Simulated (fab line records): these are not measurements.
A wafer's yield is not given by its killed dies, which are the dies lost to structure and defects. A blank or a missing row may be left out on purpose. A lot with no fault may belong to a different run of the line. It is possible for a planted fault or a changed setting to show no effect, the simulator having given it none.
Shared-tool check ; flow berkeley_cmos170 ; Sample size 14 lots and 42 wafers

== REASON IT WAS OPENED ==
On 2 of the 14 lots, a flag is raised at UCB170_PLDD_CD_MEAS_06 on the reading cd_nm. No-fault wafers: 1199.3 nm, standard deviation 1.3.
Rule: a lot gets a flag if all its wafers with a number sit over 4 standard deviations from that mean, or if no wafer of it has a number. All remaining lots are regarded as sound.

lot;measured;on;cd_nm (nm), wafer by wafer;flag
L226;day 7 19:53;cd_sem-01;1198.0 1197.1 1197.3;
L227;day 7 20:07;cd_sem-02;1199.2 1200.2 1200.4;
L230;day 8 08:41;cd_sem-01;1201.6 1201.9 1201.4;
L231;day 8 08:59;cd_sem-02;1199.5 1199.0 1199.1;
L229;day 8 09:14;cd_sem-02;1198.7 1200.2 1199.3;
L234;day 9 11:26;cd_sem-02;1201.2 1199.8 1201.1;
L235;day 9 14:15;cd_sem-01;1201.2 1200.1 1199.9;
L236;day 9 14:31;cd_sem-01;1200.5 1201.3 1200.4;
L241;day 10 04:41;cd_sem-02;1199.8 1200.0 1199.7;
L239;day 10 04:51;cd_sem-01;1197.4 1197.5 1196.6;
L238;day 10 04:57;cd_sem-02;1199.0 1198.3 1198.6;
L246;day 11 20:02;cd_sem-02;1198.6 1198.4 1199.7;
L248;day 12 05:43;cd_sem-01;1166.1 1166.0 1165.7;FLAGGED
L247;day 12 05:55;cd_sem-01;1166.1 1165.1 1165.4;FLAGGED
The mean of the flagged lots' numbers is 1165.7 nm, -33.6 nm from the usual (-26 standard deviations).

== EACH LOT AND THE TOOL IT RAN ON ==
Before the reading, the record contains 2 process steps out of a 331-step route. Read each cell as the tool, then ch plus the chambers that the sampled wafers visited, then the start.
lot;flag;UCB170_GATE_PEB_10;UCB170_PLDD_PEB_04
L226;;litho_track-02 ch 0, day 7 17:59;litho_track-01 ch 0, day 7 19:37
L227;;litho_track-02 ch 0, day 7 18:13;litho_track-03 ch 0, day 7 19:51
L230;;litho_track-02 ch 0, day 8 06:49;litho_track-04 ch 0, day 8 08:25
L231;;litho_track-04 ch 0, day 8 06:57;litho_track-04 ch 0, day 8 08:43
L229;;litho_track-03 ch 0, day 8 07:10;litho_track-04 ch 0, day 8 08:58
L234;;litho_track-03 ch 0, day 9 07:47;litho_track-03 ch 0, day 9 11:08
L235;;litho_track-02 ch 0, day 9 12:25;litho_track-03 ch 0, day 9 13:59
L236;;litho_track-03 ch 0, day 9 12:38;litho_track-01 ch 0, day 9 14:15
L241;;litho_track-02 ch 0, day 10 01:40;litho_track-01 ch 0, day 10 04:24
L239;;litho_track-03 ch 0, day 10 01:48;litho_track-04 ch 0, day 10 04:35
L238;;litho_track-04 ch 0, day 10 01:56;litho_track-01 ch 0, day 10 04:41
L246;;litho_track-02 ch 0, day 11 18:07;litho_track-04 ch 0, day 11 19:45
L248;FLAGGED;litho_track-04 ch 0, day 12 02:32;litho_track-01 ch 0, day 12 05:27
L247;FLAGGED;litho_track-02 ch 0, day 12 02:36;litho_track-01 ch 0, day 12 05:39
What is done by these steps:
- UCB170_GATE_PEB_10
- UCB170_PLDD_PEB_04
- UCB170_PLDD_CD_MEAS_06: target cd 1200 nm.

== FLAGGED OVER TOTAL, TOOL BY TOOL (the gauges that took the reading come last) ==
step;tool;lots run;flagged;share of the flagged lots;sound lots run after its first flagged lot
UCB170_GATE_PEB_10;litho_track-02;7;1;some;0
UCB170_GATE_PEB_10;litho_track-03;4;0;none;-
UCB170_GATE_PEB_10;litho_track-04;3;1;some;0
UCB170_PLDD_PEB_04;litho_track-01;6;2;all;0
UCB170_PLDD_PEB_04;litho_track-03;3;0;none;-
UCB170_PLDD_PEB_04;litho_track-04;5;0;none;-
UCB170_PLDD_CD_MEAS_06;cd_sem-01;7;2;all;0
UCB170_PLDD_CD_MEAS_06;cd_sem-02;7;0;none;-

== THE TABLE: WHAT IT ALLOWS ==
Table rows that saw every flagged lot: 2, namely litho_track-01 at UCB170_PLDD_PEB_04 and cd_sem-01 at UCB170_PLDD_CD_MEAS_06.
- litho_track-01 at UCB170_PLDD_PEB_04: 2 of its 6 lots flagged. It ran its last sound lot, L238, at day 10 04:41 and its first flagged lot, L248, at day 12 05:27: a fault with its onset between the two fits. Its own readings (heater_power_total_W) fall more than 4 standard deviations out on all wafers of the flagged lots.
- cd_sem-01 at UCB170_PLDD_CD_MEAS_06: 2 of its 7 lots flagged. It ran its last sound lot, L239, at day 10 04:51 and its first flagged lot, L248, at day 12 05:43: a fault with its onset between the two fits.
Because each of these 2 tools fits a fault that began at some hour, counting lots does not separate them. More lots, or a look at what each step does to the wafer, might.

== WHAT THE SIMULATOR PUT IN ==
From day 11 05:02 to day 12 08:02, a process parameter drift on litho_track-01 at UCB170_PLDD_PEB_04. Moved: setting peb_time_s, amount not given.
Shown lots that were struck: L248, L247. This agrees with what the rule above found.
